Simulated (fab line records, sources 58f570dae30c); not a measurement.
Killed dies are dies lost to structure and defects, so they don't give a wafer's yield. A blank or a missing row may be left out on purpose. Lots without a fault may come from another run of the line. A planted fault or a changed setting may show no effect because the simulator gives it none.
Split-lot experiment | flow berkeley_cmos170 | 5 lots, 23 wafers read, on a route of 331 steps

THE SPLIT
At UCB170_NSD_IMPLANT_08, the setting dose_cm2 was moved away from the recipe's 3e+15 on 7 of the 23 wafers read, by -5.9% to +3.5%. The other wafers ran this setting at the recipe's value.

FROM THE SPLIT TO THE READING: what the file shows between them, 3 steps
- UCB170_NSD_STRIP_09: strips in O2
- UCB170_NSD_CLEAN_11: cleans in SPM, time 600 s
- UCB170_SDANNEAL_RTA_01: time 5 s

THE READING
NSD_RS, in ohm/sq, at UCB170_SDANNEAL_RS_MEAS_03 (measures by four-point-probe). Fault-free wafers of this fab line usually give 37.27 ohm/sq, standard deviation 0.091 ohm/sq.

wafer  | tool, chamber at the split | dose_cm2 as run | against the recipe | NSD_RS, ohm/sq | against lot-mates on the recipe
L075.1 | implanter-03, 0            | 3.106e+15       | +3.5%              | 36.69          | -0.70
L075.2 | implanter-03, 0            | 3.106e+15       | +3.5%              | 36.77          | -0.62
L075.3 | implanter-03, 0            | 3e+15           | recipe             | 37.38          | -
L075.5 | implanter-03, 0            | 3e+15           | recipe             | 37.41          | -
L075.6 | implanter-03, 0            | 3.106e+15       | +3.5%              | 36.79          | -0.60
L079.1 | implanter-03, 0            | 3e+15           | recipe             | 37.29          | -
L079.2 | implanter-03, 0            | 3e+15           | recipe             | 37.26          | -
L079.3 | implanter-03, 0            | 3e+15           | recipe             | 37.21          | -
L079.5 | implanter-03, 0            | 3e+15           | recipe             | 37.25          | -
L079.6 | implanter-03, 0            | 3e+15           | recipe             | 37.19          | -
L080.1 | implanter-03, 0            | 2.917e+15       | -2.8%              | 37.71          | +0.54
L080.3 | implanter-03, 0            | 3e+15           | recipe             | 37.18          | -
L080.4 | implanter-03, 0            | 2.917e+15       | -2.8%              | 37.67          | +0.50
L080.5 | implanter-03, 0            | 3e+15           | recipe             | 37.16          | -
L080.6 | implanter-03, 0            | 3e+15           | recipe             | 37.16          | -
L082.2 | implanter-03, 0            | 3e+15           | recipe             | 37.16          | -
L082.3 | implanter-03, 0            | 3e+15           | recipe             | 37.18          | -
L082.6 | implanter-03, 0            | 3e+15           | recipe             | 37.15          | -
L085.1 | implanter-04, 0            | 3e+15           | recipe             | 37.34          | -
L085.2 | implanter-04, 0            | 3e+15           | recipe             | 37.28          | -
L085.3 | implanter-04, 0            | 2.822e+15       | -5.9%              | 38.46          | +1.15
L085.4 | implanter-04, 0            | 3e+15           | recipe             | 37.31          | -
L085.5 | implanter-04, 0            | 2.822e+15       | -5.9%              | 38.43          | +1.12

THE FIT
A straight line over all 23 wafers: NSD_RS changes by -0.177 ohm/sq for each +1% of dose_cm2; r = -0.97; the points scatter about the line by 0.097 ohm/sq.
The same after taking each lot's own level away (the mean of its wafers on the recipe; 23 wafers): -0.188 ohm/sq for each +1%; r = -1.00; scatter 0.029 ohm/sq.
On that fit, the largest move of dose_cm2 shifts the reading by 1.1 ohm/sq.
The lots' own levels span 37.163 to 37.395 ohm/sq, that is 2.5 times the standard deviation above.
So the lot-to-lot level changes the slope little: the two slopes agree.
Check: with one of the wafers moved furthest among these (-5.9%) left out of the fit, the line predicts +1.11 ohm/sq for it against its lot-mates. It came out at +1.15 ohm/sq against them.

OTHER SPLITS ON THESE WAFERS
These wafers also went through other splits before the reading. Each is held against what the fit with the lots' levels taken away leaves over:
other split on the same wafers    | wafers away from the commonest value | r with NSD_RS (lot level and that fit taken away)
UCB170_PLDD_PEB_04 peb_temp_c     | 10                                   | +0.32
UCB170_NLDD_IMPLANT_08 energy_kev | 8                                    | +0.02
UCB170_NSD_PEB_04 peb_temp_c      | 4                                    | +0.10

THE WHOLE CHAIN: every reading that the file lists as answering this split, in the file's order
step                       | what it does                 | reading                  | change (the file's fit)              | r (the file's)
UCB170_NSD_STRIP_09        | strips in O2                 | strip_time_to_endpoint_s | withheld for each +1% of the setting | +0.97
UCB170_SDANNEAL_RS_MEAS_03 | measures by four-point-probe | NSD_RS                   | -0.189 for each +1% of the setting   | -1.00

THE FILE'S OWN FIT
NSD_RS changes by -0.189 ohm/sq for each +1% of dose_cm2, r = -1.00.
